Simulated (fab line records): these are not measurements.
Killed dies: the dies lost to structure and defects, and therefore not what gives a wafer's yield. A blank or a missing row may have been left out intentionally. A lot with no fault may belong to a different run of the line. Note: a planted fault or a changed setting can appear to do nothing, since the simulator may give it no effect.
Check for tools in common / flow berkeley_cmos170 / Sample size 14 lots and 42 wafers

## WHY IT WAS OPENED
Flagged at UCB170_M3_CD_MEAS_15: reading cd_nm, on 2 of 14 lots. Fault-free wafers read 700.1 nm, with a standard deviation of 1.4.
Rule: flag the lot when none of its wafers has a number, or when each of its wafers that has one lies beyond 4 standard deviations from that mean. All remaining lots are regarded as sound.

lot=L764; measured=day 7 15:56; on=cd_sem-02; cd_nm (nm), wafer by wafer=696.7 697.9 696.6; flag=
lot=L765; measured=day 8 08:08; on=cd_sem-01; cd_nm (nm), wafer by wafer=699.5 699.4 699.5; flag=
lot=L766; measured=day 8 16:16; on=cd_sem-01; cd_nm (nm), wafer by wafer=702.4 700.6 702.5; flag=
lot=L771; measured=day 9 03:43; on=cd_sem-01; cd_nm (nm), wafer by wafer=701.9 701.7 699.4; flag=
lot=L768; measured=day 9 08:41; on=cd_sem-01; cd_nm (nm), wafer by wafer=699.9 700.5 700.4; flag=
lot=L770; measured=day 9 08:48; on=cd_sem-01; cd_nm (nm), wafer by wafer=700.9 700.6 699.7; flag=
lot=L772; measured=day 9 14:18; on=cd_sem-02; cd_nm (nm), wafer by wafer=701.5 701.7 700.8; flag=
lot=L773; measured=day 9 15:56; on=cd_sem-01; cd_nm (nm), wafer by wafer=700.4 698.5 700.3; flag=
lot=L775; measured=day 10 02:19; on=cd_sem-02; cd_nm (nm), wafer by wafer=700.8 700.8 701.1; flag=
lot=L779; measured=day 10 20:28; on=cd_sem-02; cd_nm (nm), wafer by wafer=711.3 711.0 711.5; flag=FLAGGED
lot=L782; measured=day 11 11:31; on=cd_sem-01; cd_nm (nm), wafer by wafer=701.8 701.8 702.9; flag=
lot=L783; measured=day 11 17:44; on=cd_sem-02; cd_nm (nm), wafer by wafer=712.8 712.3 711.4; flag=FLAGGED
lot=L784; measured=day 11 21:47; on=cd_sem-02; cd_nm (nm), wafer by wafer=698.1 697.2 698.1; flag=
lot=L786; measured=day 11 22:24; on=cd_sem-02; cd_nm (nm), wafer by wafer=699.7 699.9 699.9; flag=
Average over the flagged lots: 711.7 nm; offset from the usual +11.6 nm, equal to +8 standard deviations.

## EACH LOT AND THE TOOL IT RAN ON
The record holds 1 process step before the reading, out of a route of 331 steps. Every cell lists first the tool, next ch and the chambers used by the sampled wafers, and last the start.
lot=L764; flag=; UCB170_M3_SOFTBAKE_11=litho_track-02 ch 0, day 7 15:00
lot=L765; flag=; UCB170_M3_SOFTBAKE_11=litho_track-02 ch 0, day 8 06:00
lot=L766; flag=; UCB170_M3_SOFTBAKE_11=litho_track-04 ch 0, day 8 15:00
lot=L771; flag=; UCB170_M3_SOFTBAKE_11=litho_track-04 ch 0, day 9 02:00
lot=L768; flag=; UCB170_M3_SOFTBAKE_11=litho_track-01 ch 0, day 9 07:00
lot=L770; flag=; UCB170_M3_SOFTBAKE_11=litho_track-02 ch 0, day 9 07:00
lot=L772; flag=; UCB170_M3_SOFTBAKE_11=litho_track-04 ch 0, day 9 13:00
lot=L773; flag=; UCB170_M3_SOFTBAKE_11=litho_track-04 ch 0, day 9 15:00
lot=L775; flag=; UCB170_M3_SOFTBAKE_11=litho_track-04 ch 0, day 10 01:00
lot=L779; flag=FLAGGED; UCB170_M3_SOFTBAKE_11=litho_track-04 ch 0, day 10 19:00
lot=L782; flag=; UCB170_M3_SOFTBAKE_11=litho_track-01 ch 0, day 11 10:00
lot=L783; flag=FLAGGED; UCB170_M3_SOFTBAKE_11=litho_track-04 ch 0, day 11 17:00
lot=L784; flag=; UCB170_M3_SOFTBAKE_11=litho_track-02 ch 0, day 11 21:00
lot=L786; flag=; UCB170_M3_SOFTBAKE_11=litho_track-01 ch 0, day 11 21:00
These steps, and what they do:
- UCB170_M3_SOFTBAKE_11: time 60 s.
- UCB170_M3_CD_MEAS_15: target cd 700 nm.

## FLAGGED AGAINST TOTAL, ONE TOOL AT A TIME (gauges that did the reading follow at the end)
step=UCB170_M3_SOFTBAKE_11; tool=litho_track-01; lots run=3; flagged=0; share of the flagged lots=none; sound lots run after its first flagged lot=-
step=UCB170_M3_SOFTBAKE_11; tool=litho_track-02; lots run=4; flagged=0; share of the flagged lots=none; sound lots run after its first flagged lot=-
step=UCB170_M3_SOFTBAKE_11; tool=litho_track-04; lots run=7; flagged=2; share of the flagged lots=all; sound lots run after its first flagged lot=0
step=UCB170_M3_CD_MEAS_15; tool=cd_sem-01; lots run=7; flagged=0; share of the flagged lots=none; sound lots run after its first flagged lot=-
step=UCB170_M3_CD_MEAS_15; tool=cd_sem-02; lots run=7; flagged=2; share of the flagged lots=all; sound lots run after its first flagged lot=2 (L784,L786)

## WHAT THE TABLE PERMITS
litho_track-04 at UCB170_M3_SOFTBAKE_11 and cd_sem-02 at UCB170_M3_CD_MEAS_15 are the 2 rows of the table that ran each flagged lot.
- litho_track-04 at UCB170_M3_SOFTBAKE_11 ran 7 lots, 2 of them flagged. A fault beginning between L775 (day 10 01:00), its last sound lot, and L779 (day 10 19:00), its first flagged one, fits the data. Its own readings (heater_power_total_W, plate_temp_C) fall more than 4 standard deviations out on all wafers of the flagged lots.
- cd_sem-02 at UCB170_M3_CD_MEAS_15 ran 7 lots, 2 of them flagged. After the first flagged lot (L784, L786), sound lots still ran on it; a lasting fault on the whole tool would not permit that.
litho_track-04 at UCB170_M3_SOFTBAKE_11 is the single tool remaining.

## WHAT THE SIMULATOR PUT IN
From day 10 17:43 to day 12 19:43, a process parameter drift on litho_track-04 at UCB170_M3_SOFTBAKE_11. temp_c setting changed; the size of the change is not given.
Struck lots among those shown: L779, L783. The same result came from the rule above.
